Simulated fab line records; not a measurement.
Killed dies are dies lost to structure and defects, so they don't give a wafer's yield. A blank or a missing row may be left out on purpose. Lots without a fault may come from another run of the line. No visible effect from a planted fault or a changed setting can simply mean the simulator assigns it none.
Which of the tools did it? -- flow ritCmos -- at 1 step of a route of 202, 7 lots with 21 wafers sampled

WHAT THE GAUGES READ, wafer by wafer
RIT_GATE_THK_MEAS_07.
lot,measured,on,GATE_OXIDE_THK (nm)
L776,day 3 01:30,filmMetro-02,3.10 2.98 3.00
L778,day 3 09:09,filmMetro-02,3.07 2.96 3.04
L781,day 4 07:36,filmMetro-03,3.07 3.03 2.95
L784,day 4 17:58,filmMetro-02,3.11 3.02 3.04
L786,day 5 02:32,filmMetro-03,3.11 3.03 3.10
L795,day 6 20:32,filmMetro-02,2.93 3.06 2.98
L797,day 7 09:08,filmMetro-04,3.06 3.04 3.05

WHICH TOOL RAN EACH LOT (tool, then ch and the chambers of the sampled wafers, then the start)
The record shows no process step preceding these readings.

THE ANSWER, worked out from the rows above alone
Rule: what is usual is taken from the lots themselves. Put in order of their means at a reading, lots are off if they are a third of the lots or fewer, leave a main group of 4 or more, and stand apart from it by a gap of 3 or more times the standard deviation of the main group's means; of several such gaps the widest counts. A main group is skipped when, at the precision printed for the reading in the tables above, its means are all equal. A lot without any number at a reading at which 4 lots or more have one is off too. All remaining lots with rows at the step are treated as sound.
None of the lots is off at any reading shown; this tells nothing.

WHAT WAS PUT IN BY THE SIMULATOR
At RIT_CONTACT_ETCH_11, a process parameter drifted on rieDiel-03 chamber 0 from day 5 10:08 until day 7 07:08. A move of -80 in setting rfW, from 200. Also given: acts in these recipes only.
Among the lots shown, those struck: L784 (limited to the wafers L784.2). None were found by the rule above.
